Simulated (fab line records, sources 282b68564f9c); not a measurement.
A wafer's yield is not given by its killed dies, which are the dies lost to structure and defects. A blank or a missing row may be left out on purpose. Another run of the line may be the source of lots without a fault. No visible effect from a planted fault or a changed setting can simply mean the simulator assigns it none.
Comparing a struck lot with a sound one -- flow ritCmos -- 43 out of 202 route steps
Sound: these wafers, L542.1, L542.2, L542.6. Wafers struck: L558.3, L558.4, L558.5. The cause is given at the end.
Each step with rows lists, per side, the tool, then ch with its chambers, then its first start. Under that, the readings that differ: sound wafers -- struck wafers -- difference of the means -- sigmas: that difference in standard deviations of wafers without a fault.
alike: same words and numbers on both sides, and readings whose means sit less than 2 such deviations apart. not compared: any withheld reading, any reading some wafer has no value for, any bound like >300 that may hide the same value, and any number with overlapping values for which the record gives no deviation.
Wherever a step has rows on one side only, a row that says differs or no value, or a row with sigmas, the two part there. When numbers do not overlap yet have no deviation, they are printed without sigmas and do not part them. A reading missing from all wafers of one side parts the sides only when that side holds two or more wafers.

first, 2 steps without rows for these wafers: RIT_NLDD_HARDBAKE_07 (time 60 s); RIT_NLDD_IMPLANT_08.
RIT_NLDD_STRIP_09: strips in O2, time 180 s.
  sound on plasmaAsher-02 ch 0,1, day 3 13:04; struck on plasmaAsher-02 ch 0,1, day 6 15:07
  alike: drypumpMotorCurrentA
  not compared: rfHoursCounterH
RIT_NLDD_TW_MEAS_10:
  sound on filmMetro-04 at day 3 13:14; struck on filmMetro-03 at day 6 15:14
  alike: NLDD_TW
then, 6 steps without rows for these wafers: RIT_PLDD_HMDS_00 (prime time 60 s); RIT_PLDD_COAT_01 (resist thk 1012 nm); RIT_PLDD_SOFTBAKE_02 (time 60 s); RIT_PLDD_EXPOSE_03 (exposes mask M8, target cd 40900 nm); RIT_PLDD_PEB_04; RIT_PLDD_DEVELOP_05 (develop time 50 s).
RIT_PLDD_OVL_MEAS_06:
  sound on overlay-01 at day 3 14:19; struck on overlay-02 at day 6 16:16
reading,sound,struck,difference,sigmas
PLDD_OVL (nm),1.8 1.4 2.8,-0.7 -0.7 -0.8,-2.7,-2
then, 1 step without rows for these wafers: RIT_PLDD_HARDBAKE_07 (time 60 s).
RIT_PLDD_IMPLANT_08:
  sound on implanter-03 ch 0, day 3 14:29; struck on implanter-02 ch 0, day 6 16:29
reading,sound,struck,difference,sigmas
implantIonAmu,49 49 49,75 75 75,+26,
model.implant.drpNm (nm),9.752 9.752 9.752,7.212 7.212 7.212,-2.540,
model.implant.rpNm (nm),17.66 17.66 17.66,15.56 15.56 15.56,-2.10,
RIT_PLDD_STRIP_09: strips in O2, time 180 s.
  sound on plasmaAsher-01 ch 0,1, day 3 14:38; struck on plasmaAsher-03 ch 0,1, day 6 16:39
  alike: drypumpMotorCurrentA
  not compared: rfHoursCounterH
RIT_PLDD_TW_MEAS_10:
  sound on filmMetro-03 at day 3 14:49; struck on filmMetro-04 at day 6 16:47
reading,sound,struck,difference,sigmas
PLDD_TW,2325 2320 2319,2938 2965 2950,+630,+48
then, 4 steps without rows for these wafers: RIT_SPACER_CLEAN_00 (cleans in SC1, time 600 s); RIT_SPACER_CLEAN_01 (cleans in dHF, time 30 s); RIT_SPACER_CLEAN_02 (cleans in SC2, time 600 s); RIT_SPACER_CVD_03 (deposits Si3N4 from SiH2Cl2/NH3, target thk 250 nm, time 3300 s).
RIT_SPACER_THK_MEAS_04:
  sound on filmMetro-02 at day 3 17:11; struck on filmMetro-03 at day 6 20:28
  alike: SPACER_NITRIDE_THK
RIT_SPACER_ETCHBACK_05: etches Si3N4 in SF6/CHF3, stops on SiO2, target depth 250 nm, time 240 s.
  sound on rieDiel-01 ch 0,2,3, day 3 17:14; struck on rieDiel-04 ch 1,2,3, day 6 20:31
  alike: SF6_flow_sccm, drypumpMotorCurrentA, oesProductAu, throttleValvePct
  not compared: rfHoursCounterH
then, 6 steps without rows for these wafers: RIT_NSD_HMDS_00 (prime time 60 s); RIT_NSD_COAT_01 (resist thk 1000 nm); RIT_NSD_SOFTBAKE_02 (time 60 s); RIT_NSD_EXPOSE_03 (exposes mask M9, target cd 40700 nm); RIT_NSD_PEB_04; RIT_NSD_DEVELOP_05 (develop time 50 s).
RIT_NSD_OVL_MEAS_06:
  sound on overlay-01 at day 3 18:22; struck on overlay-01 at day 6 21:38
reading,sound,struck,difference,sigmas
NSD_OVL (nm),3.3 5.0 2.4,-1.0 -2.6 -1.4,-5.2,-3
then, 2 steps without rows for these wafers: RIT_NSD_HARDBAKE_07 (time 60 s); RIT_NSD_IMPLANT_08.
RIT_NSD_STRIP_09: strips in O2, time 180 s.
  sound on plasmaAsher-02 ch 0,1, day 3 18:42; struck on plasmaAsher-03 ch 0,1, day 6 22:02
  alike: drypumpMotorCurrentA
  not compared: rfHoursCounterH
RIT_NSD_TW_MEAS_10:
  sound on filmMetro-03 at day 3 18:53; struck on filmMetro-03 at day 6 22:10
  alike: NSD_TW
then, 6 steps without rows for these wafers: RIT_PSD_HMDS_00 (prime time 60 s); RIT_PSD_COAT_01 (resist thk 1000 nm); RIT_PSD_SOFTBAKE_02 (time 60 s); RIT_PSD_EXPOSE_03 (exposes mask M10, target cd 40900 nm); RIT_PSD_PEB_04; RIT_PSD_DEVELOP_05 (develop time 50 s).
RIT_PSD_OVL_MEAS_06:
  sound on overlay-01 at day 3 20:07; struck on overlay-01 at day 6 23:04
  alike: PSD_OVL
then, 2 steps without rows for these wafers: RIT_PSD_HARDBAKE_07 (time 60 s); RIT_PSD_IMPLANT_08.
RIT_PSD_STRIP_09: strips in O2, time 180 s.
  sound on plasmaAsher-04 ch 0,1, day 3 20:27; struck on plasmaAsher-02 ch 0,1, day 6 23:27
  alike: drypumpMotorCurrentA
  not compared: rfHoursCounterH
RIT_SDANNEAL_RS_MEAS_06: the measuring method here is four-point-probe.
  sound on filmMetro-03 at day 3 21:21; struck on filmMetro-04 at day 7 00:21
reading,sound,struck,difference,sigmas
PLDD_RS (ohm/sq),177.5 178.3 178.3,68.8 68.4 68.5,-109.5,-99 or more

== WHERE THEY PART ==
At RIT_PLDD_OVL_MEAS_06 first; at RIT_SDANNEAL_RS_MEAS_06 last (within this record only).

WHY: what had been put in by the simulator
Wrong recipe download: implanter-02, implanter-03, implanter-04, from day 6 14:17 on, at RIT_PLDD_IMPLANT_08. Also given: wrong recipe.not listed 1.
